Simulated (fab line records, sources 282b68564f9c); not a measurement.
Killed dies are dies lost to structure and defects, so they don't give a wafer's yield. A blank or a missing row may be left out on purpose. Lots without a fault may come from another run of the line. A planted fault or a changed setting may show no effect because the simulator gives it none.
fab line records | flow rit_cmos
record lots=5 wafers=15 last_day=7
route steps=202 shown ACTIVE@6 FOX1@20 FOX2@23 NWELL@28
lots that met no fault: from a run of the same line without faults
start_h: hours from the record's first day to the start of the lot's first wafer shown | wait_h: hours since the lot's step before | " the same as in the row above | L1.1+2: a row that stands for several wafers | - no value, or no start given | * or withheld: withheld | < > ~ a bound
route shown NAME@n: a module of which the file shows steps, and the number in the route of the first | usual: mean/standard deviation of fault-free wafers | same: alike in all rows | chamber/n: place in a boat | sites: the reading at each site | _std_site: their standard deviation | _edge_site: outer sites' mean less inner sites' | radius_mm: how far each site lies from the wafer's centre | mask NAME#n: copy n | behind: the tool/chamber that last shaped the wafer | hold: why the lot was held/for how many hours/how that ended | device: the transistor (n, p or np) that didn't switch | end of line: the same wafers' tests at the end of the route | a step without rows: its recipe alone | killed: dies lost to structure and defects at the first sort, not the wafer's yield | map: a wafer's dies, x killed, . not, _ none there
set.NAME: the setting as run; set.NAME@STEP: as run at that earlier step | model.NAME: the simulator's own value behind a step, which no gauge read
lots at some steps of the route; a table a step, a row a wafer
services: from which hour (start_h, from the record's first day; less than 0 if before it) a tool's chamber was out of use, for how many hours, and why
## steps
# step RIT_ACTIVE_HMDS_05
# recipe prime_time_s=60 prime_temp_c=140
# columns lot.wafer tool chamber start_h wait_h
L078.2+3+5 litho_track-02 0 35.42 0.1
L086.2+3+6 litho_track-04 0 74.03 0.1
L094.2+4+6 litho_track-02 0 114.68 0.1
L095.2+3+6 litho_track-02 0 118.96 0.1
L097.2+3+6 litho_track-01 0 130.10 0.1
# step RIT_ACTIVE_COAT_06
# recipe resist=NOVOLAK spin_rpm=3250 resist_thk_nm=1000
# columns lot.wafer tool chamber start_h wait_h
L078.2+3+5 litho_track-02 0 35.57 0.1
L086.2+3+6 litho_track-04 0 74.18 0.1
L094.2+4+6 litho_track-02 0 114.83 0.1
L095.2+3+6 litho_track-02 0 119.11 0.1
L097.2+3+6 litho_track-01 0 130.25 0.1
# step RIT_ACTIVE_SOFTBAKE_07
# recipe resist=NOVOLAK temp_c=90 time_s=60
# columns lot.wafer tool chamber start_h wait_h
L078.2+3+5 litho_track-02 0 35.72 0.1
L086.2+3+6 litho_track-04 0 74.33 0.1
L094.2+4+6 litho_track-02 0 114.98 0.1
L095.2+3+6 litho_track-02 0 119.26 0.1
L097.2+3+6 litho_track-01 0 130.40 0.1
# step RIT_ACTIVE_EXPOSE_08
# recipe mask_id=M1 na=0.6 source_shape=conventional sigma_outer=0.6 target_cd_nm=1400 dose_mj=225
# columns lot.wafer tool chamber start_h wait_h mask
L078.2+3+5 iline_stepper-02 0 35.99 0.2 M1#0
L086.2+3+6 iline_stepper-02 0 74.60 0.2 M1#0
L094.2+4+6 iline_stepper-02 0 115.12 0.1 M1#0
L095.2+3+6 iline_stepper-02 0 119.40 0.1 M1#0
L097.2+3+6 iline_stepper-01 0 130.67 0.2 M1#0
# step RIT_ACTIVE_PEB_09
# recipe resist=NOVOLAK temp_c=withheld time_s=withheld
# columns lot.wafer tool chamber start_h wait_h
L078.2+3+5 litho_track-04 0 36.11 0.1
L086.2+3+6 litho_track-02 0 74.72 0.1
L094.2+4+6 litho_track-04 0 115.24 0.1
L095.2+3+6 litho_track-04 0 119.52 0.1
L097.2+3+6 litho_track-02 0 130.79 0.1
# step RIT_ACTIVE_DEVELOP_10
# recipe resist=NOVOLAK develop_time_s=50 dev_temp_c=23
# columns lot.wafer tool chamber start_h wait_h
L078.2+3+5 litho_track-04 0 - -
L086.2+3+6 litho_track-02 0 - -
L094.2+4+6 litho_track-04 0 - -
L095.2+3+6 litho_track-04 0 - -
L097.2+3+6 litho_track-02 0 - -
# step RIT_ACTIVE_CD_MEAS_11
# recipe target_cd_nm=1400
# usual cd_nm=1400.7/2.6
# columns lot.wafer tool chamber start_h wait_h cd_nm
L078.2 cd_sem-01 - 36.39 - 1399.4
L078.3 " - " " 1397.0
L078.5 " - " " 1399.8
L086.2 cd_sem-01 - 75.00 - 1401.6
L086.3 " - " " 1400.9
L086.6 " - " " 1400.5
L094.2 cd_sem-01 - 115.52 - 1401.4
L094.4 " - " " 1400.7
L094.6 " - " " 1401.3
L095.2 cd_sem-02 - 119.80 - 1401.2
L095.3 " - " " 1400.0
L095.6 " - " " 1400.7
L097.2 cd_sem-01 - 131.07 - 1402.6
L097.3 " - " " 1403.5
L097.6 " - " " 1402.0
# step RIT_ACTIVE_HARDBAKE_12
# recipe resist=NOVOLAK temp_c=140 time_s=60
# columns lot.wafer tool chamber start_h wait_h
L078.2+3+5 litho_track-01 0 36.75 0.3
L086.2+3+6 litho_track-02 0 75.12 0.1
L094.2+4+6 litho_track-01 0 115.65 0.1
L095.2+3+6 litho_track-01 0 119.93 0.1
L097.2+3+6 litho_track-01 0 131.20 0.1
# step RIT_ACTIVE_ETCH_13
# recipe stop_on=SiO2 chemistry=SF6 target=Si3N4 time_s=210 over_etch_frac=0.4 SF6_flow_sccm=200 pressure_mtorr=260 rf_w=125 target_depth_a=2100
# usual drypump_motor_current_A=5.7/0.52 oes_product_au=0.821/0.015 throttle_valve_pct=7.43/0.13
# same over_etch_frac=0.4
# columns lot.wafer tool chamber start_h wait_h drypump_motor_current_A oes_product_au rf_hours_counter_h throttle_valve_pct
L078.2 rie_diel-04 2 36.87 0.1 5.4 0.818 40 7.55
L078.3 " 3 " " 6.3 0.799 16 7.33
L078.5 " 3 " " 6.4 0.817 - 7.33
L086.2 rie_diel-04 3 75.25 0.1 6.4 0.808 16 7.34
L086.3 " 0 " " 5.1 0.811 22 7.45
L086.6 " 0 " " 5.1 0.814 - 7.47
L094.2 rie_diel-02 1 115.78 0.1 4.8 0.813 93 7.41
L094.4 " 0 " " 6.3 0.828 37 7.56
L094.6 " 2 " " 5.3 0.843 - 7.26
L095.2 rie_diel-02 3 120.05 0.1 6.3 0.812 39 7.64
L095.3 " 1 " " 4.8 0.811 93 7.38
L095.6 " 3 " " 6.3 0.801 - 7.64
L097.2 rie_diel-04 0 131.32 0.1 5.1 0.811 22 7.47
L097.3 " 2 " " 5.5 0.823 41 7.55
L097.6 " 3 " " 6.4 0.816 - 7.34
# step RIT_ACTIVE_STRIP_14
# recipe chemistry=O2 time_s=180 resist=NOVOLAK platen_temp_c=withheld power_w=500 pressure_mtorr=4126 o2_flow_sccm=4000
# usual drypump_motor_current_A=5.6/0.34 rf_refl_power_W=7.7/1.1
# columns lot.wafer tool chamber start_h wait_h drypump_motor_current_A rf_hours_counter_h rf_refl_power_W
L078.2 plasma_asher-03 1 37.00 0.1 5.2 38 8.1
L078.3 " 1 " " 5.1 - 8.2
L078.5 " 1 " " 5.2 - 7.9
L086.2 plasma_asher-01 0 75.38 0.1 6.2 44 7.6
L086.3 " 1 " " 5.6 - 6.1
L086.6 " 1 " " 5.5 - 6.1
L094.2 plasma_asher-04 1 115.91 0.1 5.7 31 9.5
L094.4 " 1 " " 5.7 - 10.0
L094.6 " 1 " " 5.8 - 9.6
L095.2 plasma_asher-01 0 120.18 0.1 6.3 49 8.0
L095.3 " 1 " " 5.6 - 6.1
L095.6 " 1 " " 5.5 - 6.2
L097.2 plasma_asher-03 0 131.45 0.1 5.6 1 6.8
L097.3 " 1 " " 5.2 - 8.4
L097.6 " 0 " " 5.5 - 6.9
# step RIT_ACTIVE_CD_MEAS_90
# recipe target_cd_nm=1400
# usual cd_nm=1400.7/2.6
# columns lot.wafer tool chamber start_h wait_h cd_nm
L078.2 cd_sem-01 - 37.20 0.1 1399.6
L078.3 " - " " 1397.6
L078.5 " - " " 1399.7
L086.2 cd_sem-02 - 75.58 0.1 1401.8
L086.3 " - " " 1401.1
L086.6 " - " " 1400.5
L094.2 cd_sem-02 - 116.11 0.1 1401.7
L094.4 " - " " 1401.0
L094.6 " - " " 1401.7
L095.2 cd_sem-01 - 120.38 0.1 1401.3
L095.3 " - " " 1400.1
L095.6 " - " " 1400.2
L097.2 cd_sem-02 - 131.65 0.1 1402.4
L097.3 " - " " 1404.1
L097.6 " - " " 1402.3
# step RIT_ACTIVE_CLEAN_15
# recipe chemistry=SC1 mix=3:3:50 time_s=600 temp_c=75
# usual bath_heat_duty_pct=14.7/1.2
# columns lot.wafer tool chamber start_h wait_h bath_heat_duty_pct
L078.2 wet_bench-02 2 37.30 0.1 16.5
L078.3 " 2 " " 14.4
L078.5 " 2 " " 14.4
L086.2 wet_bench-04 2 75.68 0.1 14.6
L086.3 " 2 " " 17.2
L086.6 " 2 " " 15.9
L094.2 wet_bench-03 2 116.21 0.1 16.5
L094.4 " 2 " " 13.9
L094.6 " 2 " " 15.1
L095.2 wet_bench-04 2 120.48 0.1 16.7
L095.3 " 2 " " 17.3
L095.6 " 2 " " 15.6
L097.2 wet_bench-04 1 131.75 0.1 14.2
L097.3 " 1 " " 15.9
L097.6 " 1 " " 13.8
# step RIT_ACTIVE_CLEAN_16
# recipe chemistry=dHF dilution=50:1 time_s=30
# columns lot.wafer tool chamber start_h wait_h
L078.2+3+5 wet_bench-03 2 37.47 0.0
L086.2+3+6 wet_bench-04 1 75.87 0.0
L094.2+4+6 wet_bench-02 2 116.38 0.0
L095.2+3+6 wet_bench-03 0 120.65 0.0
L097.2+3+6 wet_bench-03 0 131.92 0.0
# step RIT_ACTIVE_CLEAN_17
# recipe chemistry=SC2 mix=3:3:50 time_s=600 temp_c=75 dry=n2_spin
# usual bath_heat_duty_pct=15.5/1.9
# columns lot.wafer tool chamber start_h wait_h bath_heat_duty_pct
L078.2 wet_bench-04 3 37.49 0.0 14.1
L078.3 " 3 " " 15.5
L078.5 " 3 " " 13.6
L086.2 wet_bench-04 3 75.88 0.0 15.0
L086.3 " 3 " " 14.8
L086.6 " 3 " " 14.5
L094.2 wet_bench-03 0 116.40 0.0 14.1
L094.4 " 0 " " 14.3
L094.6 " 0 " " 14.7
L095.2 wet_bench-04 1 120.67 0.0 13.8
L095.3 " 1 " " 14.2
L095.6 " 1 " " 12.6
L097.2 wet_bench-02 2 131.94 0.0 14.7
L097.3 " 2 " " 16.0
L097.6 " 2 " " 15.3
# step RIT_FOX1_OXIDATION_00
# recipe temp_c=1100 ambient=H2O target_thk_a=3507 p_h2o_torr=720 ox_time_s=1130
# usual zone_power_source_pct=48.6/1.5
# same ox_time_s=1130
# columns lot.wafer tool chamber start_h wait_h zone_power_source_pct
L078.2 furnace-04 0 37.67 0.0 48.8
L078.3 " 0 " " 49.8
L078.5 " 0 " " 48.1
L086.2 furnace-04 0 78.52 2.4 49.5
L086.3 " 0 " " 49.6
L086.6 " 0 " " 48.9
L094.2 furnace-04 0 117.64 1.1 49.6
L094.4 " 0 " " 49.0
L094.6 " 0 " " 48.2
L095.2 furnace-03 0 122.56 1.7 49.9
L095.3 " 0 " " 49.4
L095.6 " 0 " " 50.5
L097.2 furnace-04 0 132.49 0.2 48.0
L097.3 " 0 " " 49.3
L097.6 " 0 " " 48.8
# step RIT_FOX1_THK_MEAS_01
# recipe reads=SiO2_of_FOX1_OXIDATION_00
# usual FOX1_OXIDE_THK=350/5.1
# columns lot.wafer tool chamber start_h wait_h FOX1_OXIDE_THK[nm]
L078.2 film_metro-03 - 38.99 0.0 352
L078.3 " - " " 355
L078.5 " - " " 346
L086.2 film_metro-03 - 79.85 0.0 352
L086.3 " - " " 353
L086.6 " - " " 350
L094.2 film_metro-02 - 118.97 0.0 363
L094.4 " - " " 357
L094.6 " - " " 359
L095.2 film_metro-04 - 123.89 0.0 354
L095.3 " - " " 355
L095.6 " - " " 350
L097.2 film_metro-03 - 133.82 0.0 352
L097.3 " - " " 347
L097.6 " - " " 351
# step RIT_FOX1_WET_ETCH_02
# recipe chemistry=BOE target_depth_nm=350 time_s=390 temp_c=21.5 dry=n2_spin dilution=10:1 target=SiO2
# usual bath_heat_duty_pct=1.7/0.39
# columns lot.wafer tool chamber start_h wait_h bath_heat_duty_pct
L078.2 wet_bench-04 3 39.04 0.0 1.6
L078.3 " 3 " " 1.5
L078.5 " 3 " " 1.4
L086.2 wet_bench-04 0 79.90 0.0 1.6
L086.3 " 0 " " 1.2
L086.6 " 0 " " 1.9
L094.2 wet_bench-04 0 119.02 0.0 2.1
L094.4 " 0 " " 1.7
L094.6 " 0 " " 1.5
L095.2 wet_bench-01 3 123.94 0.0 1.9
L095.3 " 3 " " 2.1
L095.6 " 3 " " 1.8
L097.2 wet_bench-04 2 133.87 0.0 1.9
L097.3 " 2 " " 1.8
L097.6 " 2 " " 2.4
# step RIT_FOX2_OXIDATION_00
# recipe temp_c=1100 ambient=H2O target_thk_a=3507 p_h2o_torr=720 ox_time_s=1130
# usual zone_power_source_pct=48.1/1.9
# same ox_time_s=1130
# columns lot.wafer tool chamber start_h wait_h zone_power_source_pct
L078.2 furnace-04 0 39.16 0.0 48.6
L078.3 " 0 " " 49.6
L078.5 " 0 " " 48.9
L086.2 furnace-04 0 80.02 0.0 48.5
L086.3 " 0 " " 48.5
L086.6 " 0 " " 49.5
L094.2 furnace-04 0 119.13 0.0 48.4
L094.4 " 0 " " 48.9
L094.6 " 0 " " 48.8
L095.2 furnace-03 0 124.17 0.0 49.1
L095.3 " 0 " " 49.6
L095.6 " 0 " " 49.5
L097.2 furnace-04 0 133.98 0.0 48.4
L097.3 " 0 " " 48.5
L097.6 " 0 " " 49.1
# step RIT_FOX2_THK_MEAS_01
# recipe reads=SiO2_of_FOX2_OXIDATION_00
# usual FOX2_OXIDE_THK=349/7.7
# columns lot.wafer tool chamber start_h wait_h FOX2_OXIDE_THK[nm]
L078.2 film_metro-04 - 40.48 0.0 335
L078.3 " - " " 339
L078.5 " - " " 331
L086.2 film_metro-03 - 81.35 0.0 334
L086.3 " - " " 333
L086.6 " - " " 338
L094.2 film_metro-01 - 120.46 0.0 352
L094.4 " - " " 352
L094.6 " - " " 346
L095.2 film_metro-03 - 125.49 0.0 362
L095.3 " - " " 359
L095.6 " - " " 359
L097.2 film_metro-03 - 135.31 0.0 358
L097.3 " - " " 360
L097.6 " - " " 360
# step RIT_FOX2_CLEAN_02
# recipe chemistry=dHF dilution=50:1 time_s=180
# columns lot.wafer tool chamber start_h wait_h
L078.2+3+5 wet_bench-01 0 40.53 0.0
L086.2+3+6 wet_bench-02 1 81.40 0.0
L094.2+4+6 wet_bench-01 1 120.51 0.0
L095.2+3+6 wet_bench-01 3 125.54 0.0
L097.2+3+6 wet_bench-04 3 135.36 0.0
# step RIT_FOX2_WET_ETCH_03
# recipe chemistry=H3PO4 target=Si3N4 target_depth_nm=195 temp_c=165 time_s=2700
# usual bath_heat_duty_pct=27/3.2
# columns lot.wafer tool chamber start_h wait_h bath_heat_duty_pct
L078.2 wet_bench-01 0 40.59 0.0 25
L078.3 " 0 " " 26
L078.5 " 0 " " 24
L086.2 wet_bench-02 3 81.46 0.0 27
L086.3 " 3 " " 27
L086.6 " 3 " " 26
L094.2 wet_bench-02 0 120.62 0.0 31
L094.4 " 0 " " 33
L094.6 " 0 " " 34
L095.2 wet_bench-02 3 125.66 0.0 26
L095.3 " 3 " " 27
L095.6 " 3 " " 26
L097.2 wet_bench-01 2 135.42 0.0 21
L097.3 " 2 " " 24
L097.6 " 2 " " 24
# step RIT_FOX2_THK_MEAS_90
# recipe reads=SiO2_of_FOX2_OXIDATION_00
# usual FIELD_OXIDE_LEFT_1_THK=322/7.6
# columns lot.wafer tool chamber start_h wait_h FIELD_OXIDE_LEFT_1_THK[nm]
L078.2 film_metro-03 - 41.36 0.0 308
L078.3 " - " " 311
L078.5 " - " " 303
L086.2 film_metro-03 - 82.30 0.0 307
L086.3 " - " " 306
L086.6 " - " " 311
L094.2 film_metro-03 - 121.39 0.0 325
L094.4 " - " " 324
L094.6 " - " " 319
L095.2 film_metro-03 - 126.43 0.0 335
L095.3 " - " " 331
L095.6 " - " " 332
L097.2 film_metro-04 - 136.18 0.0 331
L097.3 " - " " 332
L097.6 " - " " 333
# step RIT_NWELL_HMDS_00
# recipe prime_time_s=60 prime_temp_c=140
# columns lot.wafer tool chamber start_h wait_h
L078.2+3+5 litho_track-03 0 41.43 0.1
L086.2+3+6 litho_track-03 0 82.37 0.1
L094.2+4+6 litho_track-04 0 121.47 0.1
L095.2+3+6 litho_track-02 0 126.61 0.2
L097.2+3+6 litho_track-04 0 136.30 0.1
# step RIT_NWELL_COAT_01
# recipe resist=NOVOLAK spin_rpm=2030 resist_thk_nm=1300
# columns lot.wafer tool chamber start_h wait_h
L078.2+3+5 litho_track-03 0 41.58 0.1
L086.2+3+6 litho_track-03 0 82.52 0.1
L094.2+4+6 litho_track-04 0 121.62 0.1
L095.2+3+6 litho_track-02 0 126.76 0.1
L097.2+3+6 litho_track-04 0 136.45 0.1
## services
# columns tool chamber start_h hours kind
iline_stepper-02 - 52.71 1.7 pm
iline_stepper-02 0 55.42 - calibration
plasma_asher-04 - 66.03 15.6 pm
rie_diel-04 2 71.51 3.9 repair
rie_diel-04 - 79.90 14.6 pm
rie_diel-02 - 92.45 0.9 repair
rie_diel-04 - 94.50 15.6 pm
iline_stepper-01 - 96.02 1.7 pm
iline_stepper-01 0 105.76 - calibration
plasma_asher-03 - 108.75 9.0 pm
plasma_asher-03 0 108.75 9.0 vent_cycle
plasma_asher-03 1 108.75 9.0 vent_cycle
rie_diel-04 1 110.10 - clean
rie_diel-04 1 110.10 13.7 scheduled_down
rie_diel-04 1 110.10 13.7 vent_cycle
plasma_asher-03 0 117.75 - clean
plasma_asher-03 1 117.75 - clean
rie_diel-04 - 119.46 1.1 repair
rie_diel-04 - 124.64 2.8 pm
## key
fault none
